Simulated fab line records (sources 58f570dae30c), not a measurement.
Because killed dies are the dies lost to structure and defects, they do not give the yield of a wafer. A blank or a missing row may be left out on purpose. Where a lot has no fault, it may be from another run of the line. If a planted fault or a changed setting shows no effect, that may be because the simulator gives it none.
Split-lot study || flow berkeley cmos170 || 5 lots, 23 wafers read, on a route of 331 steps

== ABOUT THE SPLIT ==
At UCB170_CONTACT_ETCH_18 (etches PSG in CHF3/CF4/Ar, stops on TiSi2, target depth 840 nm, time 195 s), the setting rf w was moved away from the recipe's 700 W on 10 of the 23 wafers read, by -10.3% to +7.9%. All remaining wafers had this setting at the recipe value.

The reading comes from the split's own step.

== THE READING ==
KrF_of_CONTACT_COAT_10.thk nm (the simulator's own value, which no gauge read), in nm, at UCB170_CONTACT_ETCH_18 (etches PSG in CHF3/CF4/Ar, stops on TiSi2, target depth 840 nm, time 195 s). The file gives no usual value for it. The 13 wafers here that ran the recipe average 691.5 nm, standard deviation 2.1 nm.

{"wafer": "L076.2", "tool, chamber at the split": "rie diel-02, 3", "rf w as run, W": 628.2, "against the recipe": "-10.3%", "KrF_of_CONTACT_COAT_10.thk nm, nm": 703.1, "against lot-mates on the recipe": "+11.3"}
{"wafer": "L076.3", "tool, chamber at the split": "rie diel-02, 2", "rf w as run, W": 700, "against the recipe": "recipe", "KrF_of_CONTACT_COAT_10.thk nm, nm": 690.1, "against lot-mates on the recipe": "-"}
{"wafer": "L076.4", "tool, chamber at the split": "rie diel-02, 0", "rf w as run, W": 628.2, "against the recipe": "-10.3%", "KrF_of_CONTACT_COAT_10.thk nm, nm": 700.4, "against lot-mates on the recipe": "+8.6"}
{"wafer": "L076.5", "tool, chamber at the split": "rie diel-02, 0", "rf w as run, W": 700, "against the recipe": "recipe", "KrF_of_CONTACT_COAT_10.thk nm, nm": 693.5, "against lot-mates on the recipe": "-"}
{"wafer": "L076.6", "tool, chamber at the split": "rie diel-02, 3", "rf w as run, W": 628.2, "against the recipe": "-10.3%", "KrF_of_CONTACT_COAT_10.thk nm, nm": 703, "against lot-mates on the recipe": "+11.2"}
{"wafer": "L075.1", "tool, chamber at the split": "rie diel-04, 0", "rf w as run, W": 755.5, "against the recipe": "+7.9%", "KrF_of_CONTACT_COAT_10.thk nm, nm": 681.9, "against lot-mates on the recipe": -11.4}
{"wafer": "L075.2", "tool, chamber at the split": "rie diel-04, 3", "rf w as run, W": 755.5, "against the recipe": "+7.9%", "KrF_of_CONTACT_COAT_10.thk nm, nm": 683.6, "against lot-mates on the recipe": -9.7}
{"wafer": "L075.3", "tool, chamber at the split": "rie diel-04, 1", "rf w as run, W": 700, "against the recipe": "recipe", "KrF_of_CONTACT_COAT_10.thk nm, nm": 691.4, "against lot-mates on the recipe": "-"}
{"wafer": "L075.4", "tool, chamber at the split": "rie diel-04, 2", "rf w as run, W": 700, "against the recipe": "recipe", "KrF_of_CONTACT_COAT_10.thk nm, nm": 695.2, "against lot-mates on the recipe": "-"}
{"wafer": "L075.6", "tool, chamber at the split": "rie diel-04, 3", "rf w as run, W": 755.5, "against the recipe": "+7.9%", "KrF_of_CONTACT_COAT_10.thk nm, nm": 679.9, "against lot-mates on the recipe": -13.4}
{"wafer": "L074.1", "tool, chamber at the split": "rie diel-03, 2", "rf w as run, W": 700, "against the recipe": "recipe", "KrF_of_CONTACT_COAT_10.thk nm, nm": 690.3, "against lot-mates on the recipe": "-"}
{"wafer": "L074.2", "tool, chamber at the split": "rie diel-03, 0", "rf w as run, W": 735.2, "against the recipe": "+5.0%", "KrF_of_CONTACT_COAT_10.thk nm, nm": 689.6, "against lot-mates on the recipe": -2.2}
{"wafer": "L074.3", "tool, chamber at the split": "rie diel-03, 1", "rf w as run, W": 700, "against the recipe": "recipe", "KrF_of_CONTACT_COAT_10.thk nm, nm": 694.1, "against lot-mates on the recipe": "-"}
{"wafer": "L074.4", "tool, chamber at the split": "rie diel-03, 3", "rf w as run, W": 700, "against the recipe": "recipe", "KrF_of_CONTACT_COAT_10.thk nm, nm": 691, "against lot-mates on the recipe": "-"}
{"wafer": "L074.5", "tool, chamber at the split": "rie diel-03, 1", "rf w as run, W": 735.2, "against the recipe": "+5.0%", "KrF_of_CONTACT_COAT_10.thk nm, nm": 690.1, "against lot-mates on the recipe": -1.7}
{"wafer": "L083.1", "tool, chamber at the split": "rie diel-03, 1", "rf w as run, W": 736.6, "against the recipe": "+5.2%", "KrF_of_CONTACT_COAT_10.thk nm, nm": 687.1, "against lot-mates on the recipe": -2.3}
{"wafer": "L083.2", "tool, chamber at the split": "rie diel-03, 3", "rf w as run, W": 700, "against the recipe": "recipe", "KrF_of_CONTACT_COAT_10.thk nm, nm": 688.1, "against lot-mates on the recipe": "-"}
{"wafer": "L083.3", "tool, chamber at the split": "rie diel-03, 0", "rf w as run, W": 700, "against the recipe": "recipe", "KrF_of_CONTACT_COAT_10.thk nm, nm": 691.3, "against lot-mates on the recipe": "-"}
{"wafer": "L083.4", "tool, chamber at the split": "rie diel-03, 2", "rf w as run, W": 700, "against the recipe": "recipe", "KrF_of_CONTACT_COAT_10.thk nm, nm": 688.7, "against lot-mates on the recipe": "-"}
{"wafer": "L083.6", "tool, chamber at the split": "rie diel-03, 3", "rf w as run, W": 736.6, "against the recipe": "+5.2%", "KrF_of_CONTACT_COAT_10.thk nm, nm": 683.6, "against lot-mates on the recipe": -5.8}
{"wafer": "L082.1", "tool, chamber at the split": "rie diel-02, 3", "rf w as run, W": 700, "against the recipe": "recipe", "KrF_of_CONTACT_COAT_10.thk nm, nm": 693.8, "against lot-mates on the recipe": "-"}
{"wafer": "L082.3", "tool, chamber at the split": "rie diel-02, 1", "rf w as run, W": 700, "against the recipe": "recipe", "KrF_of_CONTACT_COAT_10.thk nm, nm": 690.2, "against lot-mates on the recipe": "-"}
{"wafer": "L082.4", "tool, chamber at the split": "rie diel-02, 2", "rf w as run, W": 700, "against the recipe": "recipe", "KrF_of_CONTACT_COAT_10.thk nm, nm": 692.4, "against lot-mates on the recipe": "-"}

THE FIT
A straight line over all 23 wafers: KrF_of_CONTACT_COAT_10.thk nm changes by -1.05 nm for each +1% of rf w; r = -0.93; the points scatter about the line by 2.2 nm.
The same after taking each lot's own level away (the mean of its wafers on the recipe; 23 wafers): -1.07 nm for each +1%; r = -0.93; scatter 2.3 nm.
According to that fit, moving rf w by its largest amount changes the reading by 11 nm.
From 689.37 to 693.30 nm: that is the span of the lots' own levels, equal to 1.9 times the standard deviation above.
The two slopes agree, so the slope changes little with the lot-to-lot level.
Check: for one of the wafers moved furthest among these (-10.3%), held out of the fit, the line's prediction against its lot-mates is +10.9 nm. Against them it came out at +11.3 nm.

== ADDITIONAL SPLITS CARRIED BY THESE WAFERS ==
Note: prior to the reading, these wafers also went through further splits. Each is held against what the fit with the lots' levels taken away leaves over:
{"other split on the same wafers": "UCB170_PSD_PEB_04 peb temp c", "wafers away from the commonest value": 10, "r with KrF_of_CONTACT_COAT_10.thk nm (lot level and that fit taken away)": -0.44}
{"other split on the same wafers": "UCB170_NSD_PEB_04 peb temp c", "wafers away from the commonest value": 10, "r with KrF_of_CONTACT_COAT_10.thk nm (lot level and that fit taken away)": -0.07}
{"other split on the same wafers": "UCB170_SILICIDE_SPUTTER_01 time s", "wafers away from the commonest value": 11, "r with KrF_of_CONTACT_COAT_10.thk nm (lot level and that fit taken away)": "+0.29"}

== FILE'S OWN FIT ==
KrF_of_CONTACT_COAT_10.thk nm changes by -1.04 nm for each +1% of rf w, r = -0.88.
